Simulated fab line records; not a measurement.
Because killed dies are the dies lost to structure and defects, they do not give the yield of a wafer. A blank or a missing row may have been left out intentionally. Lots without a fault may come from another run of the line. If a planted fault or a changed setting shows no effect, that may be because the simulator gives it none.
Split-lot study || flow berkeley_cmos170 || 23 wafers read across 5 lots, on a route 331 steps long

== ABOUT THE SPLIT ==
At UCB170_NWELL_CVD_04 (deposits Si3N4 from SiH2Cl2/NH3, target thk 224 nm, time 3360 s), the setting temp_c was moved away from the recipe's 800 C on 10 of the 23 wafers read, by -1.5% to +2.0%. The other wafers ran this setting at the recipe's value.

The file shows no step between the split and the reading.

== THE READING ==
NWELL_NITRIDE_THK (nm), taken at UCB170_NWELL_THK_MEAS_05. Fault-free wafers of this fab line usually give 224.0 nm, standard deviation 2.2 nm.

{"wafer": "L076.1", "tool, chamber at the split": "-, -", "temp_c as run, C": 800, "against the recipe": "recipe", "NWELL_NITRIDE_THK, nm": 223.3, "against lot-mates on the recipe": "-"}
{"wafer": "L076.2", "tool, chamber at the split": "-, -", "temp_c as run, C": 800, "against the recipe": "recipe", "NWELL_NITRIDE_THK, nm": 222.8, "against lot-mates on the recipe": "-"}
{"wafer": "L076.3", "tool, chamber at the split": "-, -", "temp_c as run, C": 800, "against the recipe": "recipe", "NWELL_NITRIDE_THK, nm": 223.0, "against lot-mates on the recipe": "-"}
{"wafer": "L076.4", "tool, chamber at the split": "-, -", "temp_c as run, C": 800, "against the recipe": "recipe", "NWELL_NITRIDE_THK, nm": 222.5, "against lot-mates on the recipe": "-"}
{"wafer": "L076.5", "tool, chamber at the split": "-, -", "temp_c as run, C": 800, "against the recipe": "recipe", "NWELL_NITRIDE_THK, nm": 220.9, "against lot-mates on the recipe": "-"}
{"wafer": "L077.1", "tool, chamber at the split": "-, -", "temp_c as run, C": 816, "against the recipe": "+2.0%", "NWELL_NITRIDE_THK, nm": 296.1, "against lot-mates on the recipe": "no lot-mate on the recipe"}
{"wafer": "L077.2", "tool, chamber at the split": "-, -", "temp_c as run, C": 816, "against the recipe": "+2.0%", "NWELL_NITRIDE_THK, nm": 298.3, "against lot-mates on the recipe": "no lot-mate on the recipe"}
{"wafer": "L077.3", "tool, chamber at the split": "-, -", "temp_c as run, C": 816, "against the recipe": "+2.0%", "NWELL_NITRIDE_THK, nm": 297.3, "against lot-mates on the recipe": "no lot-mate on the recipe"}
{"wafer": "L077.4", "tool, chamber at the split": "-, -", "temp_c as run, C": 816, "against the recipe": "+2.0%", "NWELL_NITRIDE_THK, nm": 299.4, "against lot-mates on the recipe": "no lot-mate on the recipe"}
{"wafer": "L077.5", "tool, chamber at the split": "-, -", "temp_c as run, C": 816, "against the recipe": "+2.0%", "NWELL_NITRIDE_THK, nm": 299.2, "against lot-mates on the recipe": "no lot-mate on the recipe"}
{"wafer": "L081.2", "tool, chamber at the split": "lpcvd-01, 1", "temp_c as run, C": 800, "against the recipe": "recipe", "NWELL_NITRIDE_THK, nm": 225.3, "against lot-mates on the recipe": "-"}
{"wafer": "L081.4", "tool, chamber at the split": "lpcvd-01, 1", "temp_c as run, C": 800, "against the recipe": "recipe", "NWELL_NITRIDE_THK, nm": 224.0, "against lot-mates on the recipe": "-"}
{"wafer": "L081.6", "tool, chamber at the split": "lpcvd-01, 1", "temp_c as run, C": 800, "against the recipe": "recipe", "NWELL_NITRIDE_THK, nm": 223.1, "against lot-mates on the recipe": "-"}
{"wafer": "L084.1", "tool, chamber at the split": "-, -", "temp_c as run, C": 788.3, "against the recipe": "-1.5%", "NWELL_NITRIDE_THK, nm": 179.5, "against lot-mates on the recipe": "no lot-mate on the recipe"}
{"wafer": "L084.2", "tool, chamber at the split": "-, -", "temp_c as run, C": 788.3, "against the recipe": "-1.5%", "NWELL_NITRIDE_THK, nm": 178.1, "against lot-mates on the recipe": "no lot-mate on the recipe"}
{"wafer": "L084.4", "tool, chamber at the split": "-, -", "temp_c as run, C": 788.3, "against the recipe": "-1.5%", "NWELL_NITRIDE_THK, nm": 178.6, "against lot-mates on the recipe": "no lot-mate on the recipe"}
{"wafer": "L084.5", "tool, chamber at the split": "-, -", "temp_c as run, C": 788.3, "against the recipe": "-1.5%", "NWELL_NITRIDE_THK, nm": 178.3, "against lot-mates on the recipe": "no lot-mate on the recipe"}
{"wafer": "L084.6", "tool, chamber at the split": "-, -", "temp_c as run, C": 788.3, "against the recipe": "-1.5%", "NWELL_NITRIDE_THK, nm": 177.0, "against lot-mates on the recipe": "no lot-mate on the recipe"}
{"wafer": "L085.2", "tool, chamber at the split": "-, -", "temp_c as run, C": 800, "against the recipe": "recipe", "NWELL_NITRIDE_THK, nm": 223.2, "against lot-mates on the recipe": "-"}
{"wafer": "L085.3", "tool, chamber at the split": "-, -", "temp_c as run, C": 800, "against the recipe": "recipe", "NWELL_NITRIDE_THK, nm": 222.7, "against lot-mates on the recipe": "-"}
{"wafer": "L085.4", "tool, chamber at the split": "-, -", "temp_c as run, C": 800, "against the recipe": "recipe", "NWELL_NITRIDE_THK, nm": 223.0, "against lot-mates on the recipe": "-"}
{"wafer": "L085.5", "tool, chamber at the split": "-, -", "temp_c as run, C": 800, "against the recipe": "recipe", "NWELL_NITRIDE_THK, nm": 222.0, "against lot-mates on the recipe": "-"}
{"wafer": "L085.6", "tool, chamber at the split": "-, -", "temp_c as run, C": 800, "against the recipe": "recipe", "NWELL_NITRIDE_THK, nm": 223.3, "against lot-mates on the recipe": "-"}

THE FIT
A straight line over all 23 wafers: NWELL_NITRIDE_THK changes by +34.9 nm for each +1% of temp_c; r = +1.00; the points scatter about the line by 3.2 nm.
Too few moved wafers have a lot-mate on the recipe to fit a line with each lot's own level taken away.

== THE WHOLE CHAIN: every reading that the file lists as answering this split, in the file's order ==
{"step": "UCB170_NWELL_CVD_04", "what it does": "deposits Si3N4 from SiH2Cl2/NH3, target thk 224 nm, time 3360 s", "reading": "Si3N4_of_NWELL_CVD_04.thk_nm (the simulator's own value, which no gauge read)", "change (the file's fit)": "+34.9 nm for each +1% of the setting", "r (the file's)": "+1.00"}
{"step": "UCB170_NWELL_THK_MEAS_05", "what it does": "", "reading": "NWELL_NITRIDE_THK", "change (the file's fit)": "+34.9 for each +1% of the setting", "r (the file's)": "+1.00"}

== THE FILE'S OWN FIT ==
NWELL_NITRIDE_THK changes by +34.9 nm for each +1% of temp_c, r = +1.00.
